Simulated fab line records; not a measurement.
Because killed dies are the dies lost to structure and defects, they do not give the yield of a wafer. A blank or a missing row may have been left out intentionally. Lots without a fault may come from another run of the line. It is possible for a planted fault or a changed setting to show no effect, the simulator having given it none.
Which tool is to blame? / flow berkeley cmos170 / 12 lots, 36 wafers sampled, at 5 steps of a route of 331

== WHAT THE GAUGES SHOWED, per wafer ==
UCB170_NSD_OVL_MEAS_07. Usual: NSD_OVL gives 0 nm (standard deviation 5.3).
lot=L347; measured=day 8 02:01; on=overlay-02; NSD_OVL (nm)=-5 1 8; flag=
lot=L348; measured=day 8 02:01; on=overlay-01; NSD_OVL (nm)=9 0 -1; flag=
lot=L346; measured=day 8 02:17; on=overlay-01; NSD_OVL (nm)=4 3 0; flag=
lot=L349; measured=day 8 02:34; on=overlay-02; NSD_OVL (nm)=8 2 1; flag=
lot=L352; measured=day 9 19:34; on=overlay-01; NSD_OVL (nm)=-14 -7 -7; flag=
lot=L350; measured=day 9 19:39; on=overlay-02; NSD_OVL (nm)=13 4 10; flag=
lot=L351; measured=day 9 19:56; on=overlay-02; NSD_OVL (nm)=-9 -8 0; flag=
lot=L355; measured=day 10 01:32; on=overlay-01; NSD_OVL (nm)=-6 4 9; flag=
lot=L360; measured=day 11 04:31; on=overlay-01; NSD_OVL (nm)=-2 -7 5; flag=
lot=L363; measured=day 11 23:05; on=overlay-01; NSD_OVL (nm)=-5 5 -2; flag=
lot=L366; measured=day 12 17:46; on=overlay-02; NSD_OVL (nm)=-4 -10 1; flag=
lot=L369; measured=day 12 18:00; on=overlay-01; NSD_OVL (nm)=2 5 -2; flag=

UCB170_SILICIDE_RS_MEAS_02: uses a four-point probe to measure. Usual: SILICIDE_TI_RS gives 27.1 ohm/sq (standard deviation 0.35).
lot=L347; measured=day 8 03:58; on=film metro-04; SILICIDE_TI_RS (ohm/sq)=27.3 27.1 26.9; flag=
lot=L348; measured=day 8 04:06; on=film metro-03; SILICIDE_TI_RS (ohm/sq)=27.7 27.1 26.8; flag=
lot=L346; measured=day 8 04:46; on=film metro-02; SILICIDE_TI_RS (ohm/sq)=27.7 27.8 27.6; flag=
lot=L349; measured=day 8 05:00; on=film metro-03; SILICIDE_TI_RS (ohm/sq)=27.3 27.6 27.7; flag=
lot=L352; measured=day 9 21:32; on=film metro-03; SILICIDE_TI_RS (ohm/sq)=27.4 27.4 27.3; flag=
lot=L350; measured=day 9 21:43; on=film metro-04; SILICIDE_TI_RS (ohm/sq)=27.5 27.2 27.1; flag=
lot=L351; measured=day 9 22:11; on=film metro-03; SILICIDE_TI_RS (ohm/sq)=27.3 27.5 27.0; flag=
lot=L355; measured=day 10 03:34; on=film metro-02; SILICIDE_TI_RS (ohm/sq)=26.8 26.7 102.5; flag=OFF
lot=L360; measured=day 11 07:41; on=film metro-03; SILICIDE_TI_RS (ohm/sq)=27.0 27.5 104.9; flag=OFF
lot=L363; measured=day 12 01:41; on=film metro-02; SILICIDE_TI_RS (ohm/sq)=27.2 27.4 26.8; flag=
lot=L366; measured=day 12 20:01; on=film metro-02; SILICIDE_TI_RS (ohm/sq)=27.6 27.3 28.0; flag=
lot=L369; measured=day 12 20:22; on=film metro-04; SILICIDE_TI_RS (ohm/sq)=27.1 27.4 27.2; flag=

UCB170_SILICIDE_THK_MEAS_03: measures by xrf. Usual: SILICIDE_TI_THK gives 28.8 nm (standard deviation 0.35).
lot=L347; measured=day 8 04:05; on=film metro-04; SILICIDE_TI_THK (nm)=28.4 28.7 28.9; flag=
lot=L348; measured=day 8 04:13; on=film metro-03; SILICIDE_TI_THK (nm)=28.3 28.9 29.1; flag=
lot=L346; measured=day 8 04:52; on=film metro-02; SILICIDE_TI_THK (nm)=28.1 27.9 28.2; flag=
lot=L349; measured=day 8 05:07; on=film metro-03; SILICIDE_TI_THK (nm)=28.8 28.6 28.4; flag=
lot=L352; measured=day 9 21:39; on=film metro-03; SILICIDE_TI_THK (nm)=28.8 28.9 29.1; flag=
lot=L350; measured=day 9 21:50; on=film metro-04; SILICIDE_TI_THK (nm)=28.2 28.4 28.6; flag=
lot=L351; measured=day 9 22:17; on=film metro-03; SILICIDE_TI_THK (nm)=28.9 28.6 29.2; flag=
lot=L355; measured=day 10 03:41; on=film metro-02; SILICIDE_TI_THK (nm)=29.1 29.3 9.7; flag=OFF
lot=L360; measured=day 11 07:48; on=film metro-03; SILICIDE_TI_THK (nm)=29.4 29.0 9.7; flag=OFF
lot=L363; measured=day 12 01:49; on=film metro-02; SILICIDE_TI_THK (nm)=28.5 28.3 28.9; flag=
lot=L366; measured=day 12 20:08; on=film metro-02; SILICIDE_TI_THK (nm)=28.2 28.5 28.0; flag=
lot=L369; measured=day 12 20:29; on=film metro-04; SILICIDE_TI_THK (nm)=28.8 28.4 28.7; flag=

== EACH LOT AND THE TOOL THAT RAN IT (in order: tool; ch and the chambers of the sampled wafers; start) ==
lot=L347; UCB170_NSD_PEB_04=litho track-02 ch 0, day 8 01:37; UCB170_SILICIDE_SPUTTER_01=pvd sputter-02, day 8 03:56
lot=L348; UCB170_NSD_PEB_04=litho track-03 ch 0, day 8 01:37; UCB170_SILICIDE_SPUTTER_01=pvd sputter-04, day 8 04:04
lot=L346; UCB170_NSD_PEB_04=litho track-03 ch 0, day 8 01:55; UCB170_SILICIDE_SPUTTER_01=pvd sputter-02, day 8 04:43
lot=L349; UCB170_NSD_PEB_04=litho track-03 ch 0, day 8 02:10; UCB170_SILICIDE_SPUTTER_01=pvd sputter-04, day 8 04:58
lot=L352; UCB170_NSD_PEB_04=litho track-02 ch 0, day 9 19:10; UCB170_SILICIDE_SPUTTER_01=pvd sputter-02, day 9 21:30
lot=L350; UCB170_NSD_PEB_04=litho track-03 ch 0, day 9 19:15; UCB170_SILICIDE_SPUTTER_01=pvd sputter-04, day 9 21:41
lot=L351; UCB170_NSD_PEB_04=litho track-03 ch 0, day 9 19:36; UCB170_SILICIDE_SPUTTER_01=pvd sputter-03, day 9 22:07
lot=L355; UCB170_NSD_PEB_04=litho track-02 ch 0, day 10 01:10; UCB170_SILICIDE_SPUTTER_01=pvd sputter-03, day 10 03:31
lot=L360; UCB170_NSD_PEB_04=litho track-03 ch 0, day 11 04:07; UCB170_SILICIDE_SPUTTER_01=pvd sputter-03, day 11 07:39
lot=L363; UCB170_NSD_PEB_04=litho track-01 ch 0, day 11 22:41; UCB170_SILICIDE_SPUTTER_01=pvd sputter-02, day 12 01:40
lot=L366; UCB170_NSD_PEB_04=litho track-02 ch 0, day 12 17:19; UCB170_SILICIDE_SPUTTER_01=pvd sputter-04, day 12 19:50
lot=L369; UCB170_NSD_PEB_04=litho track-02 ch 0, day 12 17:37; UCB170_SILICIDE_SPUTTER_01=pvd sputter-04, day 12 20:17
- UCB170_NSD_PEB_04
- UCB170_SILICIDE_SPUTTER_01: material Ti, target thk 30 nm, time 24.21 s.

== AS READ BY THE TOOLS THEMSELVES (means over the sampled wafers that have a number; for cases with no such wafer, the mark the record gives instead) ==
UCB170_NSD_PEB_04. Usual: chill plate temp C 22.99 C, standard deviation 0.1; plate sensor t centre C 131.41 C, standard deviation 0.011; plate sensor t edge C 131.53 C, standard deviation 0.01.
lot=L347; tool=litho track-02; chill plate temp C (C)=23.01; plate sensor t centre C (C)=131.40; plate sensor t edge C (C)=131.54; flag=
lot=L348; tool=litho track-03; chill plate temp C (C)=23.09; plate sensor t centre C (C)=131.41; plate sensor t edge C (C)=131.53; flag=
lot=L346; tool=litho track-03; chill plate temp C (C)=23.02; plate sensor t centre C (C)=131.41; plate sensor t edge C (C)=131.53; flag=
lot=L349; tool=litho track-03; chill plate temp C (C)=23.03; plate sensor t centre C (C)=131.41; plate sensor t edge C (C)=131.53; flag=
lot=L352; tool=litho track-02; chill plate temp C (C)=23.10; plate sensor t centre C (C)=131.41; plate sensor t edge C (C)=131.53; flag=
lot=L350; tool=litho track-03; chill plate temp C (C)=23.07; plate sensor t centre C (C)=131.42; plate sensor t edge C (C)=131.54; flag=
lot=L351; tool=litho track-03; chill plate temp C (C)=22.99; plate sensor t centre C (C)=131.41; plate sensor t edge C (C)=131.53; flag=
lot=L355; tool=litho track-02; chill plate temp C (C)=22.98; plate sensor t centre C (C)=131.42; plate sensor t edge C (C)=131.52; flag=
lot=L360; tool=litho track-03; chill plate temp C (C)=22.82; plate sensor t centre C (C)=131.41; plate sensor t edge C (C)=131.53; flag=
lot=L363; tool=litho track-01; chill plate temp C (C)=23.08; plate sensor t centre C (C)=131.40; plate sensor t edge C (C)=131.53; flag=
lot=L366; tool=litho track-02; chill plate temp C (C)=23.01; plate sensor t centre C (C)=131.42; plate sensor t edge C (C)=131.53; flag=
lot=L369; tool=litho track-02; chill plate temp C (C)=23.02; plate sensor t centre C (C)=131.41; plate sensor t edge C (C)=131.53; flag=

UCB170_SILICIDE_SPUTTER_01. Usual: cathode dc power W 1500.0 W, standard deviation 0.28; throttle valve pct 30.5 %, standard deviation 1.3.
lot=L347; tool=pvd sputter-02; cathode dc power W (W)=1500.1; throttle valve pct (%)=30.5; flag=
lot=L348; tool=pvd sputter-04; cathode dc power W (W)=1499.8; throttle valve pct (%)=30.4; flag=
lot=L346; tool=pvd sputter-02; cathode dc power W (W)=1499.8; throttle valve pct (%)=30.2; flag=
lot=L349; tool=pvd sputter-04; cathode dc power W (W)=1499.9; throttle valve pct (%)=31.2; flag=
lot=L352; tool=pvd sputter-02; cathode dc power W (W)=1500.0; throttle valve pct (%)=30.3; flag=
lot=L350; tool=pvd sputter-04; cathode dc power W (W)=1500.0; throttle valve pct (%)=31.2; flag=
lot=L351; tool=pvd sputter-03; cathode dc power W (W)=1500.1; throttle valve pct (%)=30.6; flag=
lot=L355; tool=pvd sputter-03; cathode dc power W (W)=1499.8; throttle valve pct (%)=30.5; flag=
lot=L360; tool=pvd sputter-03; cathode dc power W (W)=1500.2; throttle valve pct (%)=30.9; flag=
lot=L363; tool=pvd sputter-02; cathode dc power W (W)=1499.8; throttle valve pct (%)=30.1; flag=
lot=L366; tool=pvd sputter-04; cathode dc power W (W)=1500.0; throttle valve pct (%)=30.3; flag=
lot=L369; tool=pvd sputter-04; cathode dc power W (W)=1500.0; throttle valve pct (%)=32.9; flag=

== THE ANSWER, worked out from the rows above alone ==
Rule: lot off if the mean of its wafers having a number is beyond 3 standard deviations from the usual mean. A lot without any number at a reading at which 4 lots or more have one is off too. The other lots that the step has rows for count as sound. After the gauges, taken in route order, come the tools' own readings; for these a lot's mean is taken, as printed above. The first step at which some lot is off is used, and at that step the reading that is off furthest; a lot without a number counts as furthest.
Off: L355, L360, seen at UCB170_SILICIDE_RS_MEAS_02 (SILICIDE_TI_RS).
A tool fits if, at a process step before that reading, it ran every lot that is off, and no sound lot after the first of them. Gauges at UCB170_SILICIDE_RS_MEAS_02: tried the same way as those tools. One fits: pvd sputter-03 at UCB170_SILICIDE_SPUTTER_01. Its last sound lot is L351 (day 9 22:07), its first lot that is off L355 (day 10 03:31): a fault that began between those two fits.

== WHAT THE SIMULATOR HAD INSERTED ==
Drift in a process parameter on pvd sputter-03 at UCB170_SILICIDE_SPUTTER_01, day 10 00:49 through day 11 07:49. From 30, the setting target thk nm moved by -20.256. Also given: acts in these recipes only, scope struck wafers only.
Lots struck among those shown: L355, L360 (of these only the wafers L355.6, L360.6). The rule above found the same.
